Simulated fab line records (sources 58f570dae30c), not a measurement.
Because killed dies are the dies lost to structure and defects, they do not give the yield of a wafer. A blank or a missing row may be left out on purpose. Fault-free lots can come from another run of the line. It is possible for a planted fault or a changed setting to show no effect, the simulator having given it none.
fab line records | flow berkeley-cmos170
record: lots: 6 wafers: 18 last-day: 12
route steps=331 shown PSD@180 NSD@187
lots untouched by any fault: they come from a run of this same line in which no faults occurred
start-h: hours from the record's first day to the start of the lot's first wafer shown | wait-h: how many hours have passed since the lot's step before this one | " the same as in the row above | L1.1+2: several wafers, shown together as one row | - either no value or no given start | * or withheld: withheld | < > ~ a bound
route shown NAME@n: names a module that has steps shown in the file, with the first one's number in the route | usual: mean/standard deviation of fault-free wafers | same: alike in all rows | chamber/n: place in a boat | sites: the reading at each site | _std_site: standard deviation across them | _edge_site: mean of outer sites minus mean of inner sites | radius-mm: for every site, how far away it sits from the centre of the wafer | mask NAME#n: copy n | behind: the tool/chamber that last shaped the wafer | hold: why the lot went on hold/how many hours it stayed there/how the hold came to an end | device: names the non-switching transistor (n, p or np) | end of line: tests run on the same wafers once the route is complete | for a step that has no rows: nothing shown but its recipe | killed: dies lost to structure and defects at the first sort, not the wafer's yield | map: per-die view of a wafer (x killed, . not killed, _ where there is no die)
set.NAME: the setting as run; set.NAME@STEP: as run at that earlier step | model.NAME: the simulator's own value behind a step, which no gauge read
lots at some steps of the route; a table a step, a row a wafer
services: from which hour (start-h, from the record's first day; less than 0 if before it) a tool's chamber was out of use, for how many hours, and why
== steps ==
step: UCB170_PSD_DEVELOP_05
recipe: developer: TMAH develop-time-s: 45 resist: KrF dev-temp-c: 21
step: UCB170_PSD_CD_MEAS_06
recipe: target-cd-nm: 1200
usual: cd-nm: 1200.2/1.7
columns lot.wafer tool chamber start-h wait-h cd-nm
L951.1 cd-sem-02 - 142.01 - 1199.5
L951.3 " - " " 1199.2
L951.6 " - " " 1198.4
L950.1 cd-sem-01 - 142.37 - 1198.0
L950.5 " - " " 1198.7
L950.6 " - " " 1199.0
L957.1 cd-sem-02 - 181.75 - 1201.1
L957.3 " - " " 1200.6
L957.6 " - " " 1200.1
L960.4 cd-sem-02 - 194.04 - 1197.2
L960.5 " - " " 1197.4
L960.6 " - " " 1197.5
L967.3 cd-sem-01 - 227.73 - 1200.2
L967.4 " - " " 1200.2
L967.6 " - " " 1201.2
L968.1 cd-sem-01 - 251.36 - 1201.4
L968.5 " - " " 1201.6
L968.6 " - " " 1202.9
step: UCB170_PSD_OVL_MEAS_07
usual: PSD_OVL: -1/5.8
columns lot.wafer tool chamber start-h wait-h PSD_OVL[nm]
L951.1 overlay-02 - 142.13 0.1 4
L951.3 " - " " -6
L951.6 " - " " -9
L950.1 overlay-02 - 142.49 0.1 9
L950.5 " - " " 7
L950.6 " - " " -1
L957.1 overlay-01 - 181.87 0.1 -5
L957.3 " - " " -2
L957.6 " - " " -2
L960.4 overlay-02 - 194.11 0.1 2
L960.5 " - " " -1
L960.6 " - " " 5
L967.3 overlay-02 - 227.82 0.1 -8
L967.4 " - " " 3
L967.6 " - " " -2
L968.1 overlay-01 - 251.48 0.1 2
L968.5 " - " " 5
L968.6 " - " " 0
step: UCB170_PSD_IMPLANT_08
recipe: species: B dose-cm2: 3e+15 energy-kev: 20 tilt-deg: 7
step: UCB170_PSD_STRIP_09
recipe: chemistry: O2 power-w: 400 pressure-mtorr: 3500 platen-temp-c: withheld o2-flow-sccm: 400 overash-fraction: 0.5
usual: drypump-motor-current-A: 5.5/0.45 oes-product-au: 0.600/0.0047 strip-time-to-endpoint-s: 29.38/0.069
columns lot.wafer tool chamber start-h wait-h drypump-motor-current-A oes-product-au rf-hours-counter-h strip-time-to-endpoint-s
L951.1 plasma-asher-02 1 142.32 0.1 4.6 0.602 3 29.45
L951.3 " 0 " " 5.9 0.600 - 29.38
L951.6 " 1 " " 4.6 0.600 - 29.41
L950.1 plasma-asher-04 1 142.68 0.1 5.7 0.592 34 29.44
L950.5 " 0 " " 5.6 0.595 - 29.46
L950.6 " 1 " " 5.7 0.598 - 29.43
L957.1 plasma-asher-04 0 182.05 0.1 5.6 0.607 39 29.33
L957.3 " 0 " " 5.6 0.604 - 29.30
L957.6 " 0 " " 5.6 0.600 - 29.32
L960.4 plasma-asher-02 0 194.32 0.1 5.9 0.605 - 29.56
L960.5 " 0 " " 5.9 0.595 - 29.43
L960.6 " 1 " " 4.6 0.602 - 29.46
L967.3 plasma-asher-03 0 228.03 0.1 5.7 0.606 - 29.42
L967.4 " 1 " " 5.7 0.598 - 29.37
L967.6 " 0 " " 5.7 0.604 - 29.40
L968.1 plasma-asher-04 0 251.67 0.1 5.6 0.611 46 29.44
L968.5 " 0 " " 5.5 0.599 - 29.40
L968.6 " 1 " " 5.7 0.601 - 29.45
step: UCB170_PSD_TW_MEAS_10
usual: PSD_TW: 2339/10
columns lot.wafer tool chamber start-h wait-h PSD_TW
L951.1 film-metro-02 - 142.42 0.1 2351
L951.3 " - " " 2338
L951.6 " - " " 2335
L950.1 film-metro-02 - 142.78 0.1 2341
L950.5 " - " " 2343
L950.6 " - " " 2337
L957.1 film-metro-01 - 182.15 0.1 2338
L957.3 " - " " 2330
L957.6 " - " " 2336
L960.4 film-metro-01 - 194.41 0.1 2334
L960.5 " - " " 2344
L960.6 " - " " 2332
L967.3 film-metro-03 - 228.12 0.1 2336
L967.4 " - " " 2339
L967.6 " - " " 2334
L968.1 film-metro-03 - 251.77 0.1 2344
L968.5 " - " " 2334
L968.6 " - " " 2338
step: UCB170_PSD_CLEAN_11
recipe: chemistry: SPM temp-c: 120 time-s: 600
step: UCB170_NSD_HMDS_00
recipe: prime-time-s: 60 prime-temp-c: 100
step: UCB170_NSD_COAT_01
recipe: resist: KrF spin-rpm: 1500 resist-thk-nm: 900
step: UCB170_NSD_SOFTBAKE_02
recipe: resist: KrF temp-c: 129.2 time-s: 60
step: UCB170_NSD_EXPOSE_03
recipe: mask-id: NSELECT_MOD na: 0.5 sigma-outer: 0.6 source-shape: conventional target-cd-nm: 1200 dose-mj: 30
step: UCB170_NSD_PEB_04
recipe: peb-temp-c: 130 peb-time-s: withheld resist: KrF
step: UCB170_NSD_DEVELOP_05
recipe: developer: TMAH develop-time-s: 45 resist: KrF dev-temp-c: 21
columns lot.wafer tool chamber start-h wait-h
L951.1+3+6 litho-track-02 0 144 -
L950.1+5+6 litho-track-04 0 144 -
L957.1+3+6 litho-track-04 0 185 -
L960.4+5+6 litho-track-04 0 195 -
L967.3+4+6 litho-track-02 0 231 -
L968.1+5+6 litho-track-02 0 252 -
step: UCB170_NSD_OVL_MEAS_07
usual: NSD_OVL: 6/5.5
columns lot.wafer tool chamber start-h wait-h NSD_OVL[nm]
L951.1 overlay-01 - 144.60 0.1 11
L951.3 " - " " 14
L951.6 " - " " 5
L950.1 overlay-02 - 144.72 0.1 9
L950.5 " - " " 5
L950.6 " - " " 10
L957.1 overlay-01 - 185.49 0.1 13
L957.3 " - " " 11
L957.6 " - " " 10
L960.4 overlay-02 - 195.82 0.1 -2
L960.5 " - " " 6
L960.6 " - " " 3
L967.3 overlay-02 - 231.99 0.1 12
L967.4 " - " " 13
L967.6 " - " " 6
L968.1 overlay-02 - 253.02 0.1 8
L968.5 " - " " 13
L968.6 " - " " 8
step: UCB170_NSD_IMPLANT_08
recipe: species: P dose-cm2: 3e+15 energy-kev: 40 tilt-deg: 7
step: UCB170_NSD_STRIP_09
recipe: chemistry: O2 power-w: 400 pressure-mtorr: 3500 platen-temp-c: withheld o2-flow-sccm: 400 overash-fraction: 0.5
usual: drypump-motor-current-A: 5.70/0.098 oes-product-au: 0.533/0.0045 strip-time-to-endpoint-s: 35.84/0.067
columns lot.wafer tool chamber start-h wait-h drypump-motor-current-A oes-product-au rf-hours-counter-h strip-time-to-endpoint-s
L951.1 plasma-asher-03 0 144.79 0.1 5.70 0.528 43 35.81
L951.3 " 0 " " 5.72 0.528 - 35.85
L951.6 " 1 " " 5.64 0.535 - 35.79
L950.1 plasma-asher-04 0 144.91 0.1 5.56 0.531 35 35.88
L950.5 " 1 " " 5.68 0.525 - 35.88
L950.6 " 0 " " 5.55 0.539 - 35.85
L957.1 plasma-asher-04 1 185.67 0.1 5.66 0.527 39 35.83
L957.3 " 0 " " 5.58 0.531 - 35.75
L957.6 " 1 " " 5.69 0.533 - 35.79
L960.4 plasma-asher-03 0 196.02 0.1 5.70 0.535 - 35.93
L960.5 " 0 " " 5.73 0.535 - 35.84
L960.6 " 1 " " 5.62 0.535 - 35.83
L967.3 plasma-asher-04 1 232.20 0.1 5.70 0.538 - 35.82
L967.4 " 0 " " 5.63 0.532 - 35.82
L967.6 " 1 " " 5.71 0.540 - 35.85
L968.1 plasma-asher-03 1 253.21 0.1 5.63 0.539 54 35.92
L968.5 " 1 " " 5.65 0.531 - 35.89
L968.6 " 0 " " 5.72 0.536 - 35.89
step: UCB170_NSD_TW_MEAS_10
usual: NSD_TW: 4206/20
columns lot.wafer tool chamber start-h wait-h NSD_TW
L951.1 film-metro-02 - 144.89 0.1 4203
L951.3 " - " " 4195
L951.6 " - " " 4208
L950.1 film-metro-01 - 145.01 0.1 4212
L950.5 " - " " 4205
L950.6 " - " " 4195
L957.1 film-metro-03 - 185.77 0.1 301
L957.3 " - " " 308
L957.6 " - " " 305
L960.4 film-metro-01 - 196.12 0.1 281
L960.5 " - " " 290
L960.6 " - " " 290
L967.3 film-metro-02 - 232.29 0.1 4235
L967.4 " - " " 4197
L967.6 " - " " 4213
L968.1 film-metro-03 - 253.31 0.1 4201
L968.5 " - " " 4215
L968.6 " - " " 4212
step: UCB170_NSD_CLEAN_11
recipe: chemistry: SPM temp-c: 120 time-s: 600
== services ==
columns tool chamber start-h hours kind
plasma-asher-03 - 135.26 1.9 repair
plasma-asher-02 - 233.37 1.1 repair
plasma-asher-03 - 244.86 4.8 repair
== key ==
first-sign: step: UCB170_NSD_TW_MEAS_10 reading: NSD_TW direction: down sigmas: 99+ usual: 4206 struck: 296 through: control-loop
effect none on later readings
met-at UCB170_NSD_DEVELOP_05
struck-wafers L957.1,L957.3,L957.6,L960.4,L960.5,L960.6
sort-left-out L957.1,L957.3,L957.6,L960.4,L960.5,L960.6
tester-left-out L957,L960
loop-trim: step: UCB170_NSD_EXPOSE_03 setting: dose lots: L960
onset-between 144 185
fault: kind: process-parameter-drift tool: litho-track-04 chamber: - onset-h: 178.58 steps: UCB170_NSD_DEVELOP_05 channel: develop-time-s offset: * shape: step end-h: 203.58 acts-in: * stated: *
tester-left-out: of these lots the tester's yield and bins aren't shown, on N5 and GAA mostly nor the transistor test; their killed dies are dies lost to structure and defects alone, not to doping, threshold or leakage, so they don't give the yield
sort-left-out: the simulated sort isn't trusted on such a fault, so these wafers' sort isn't shown, and their yield isn't known
loop-trim: a control loop set the setting to another value than it would have without faults
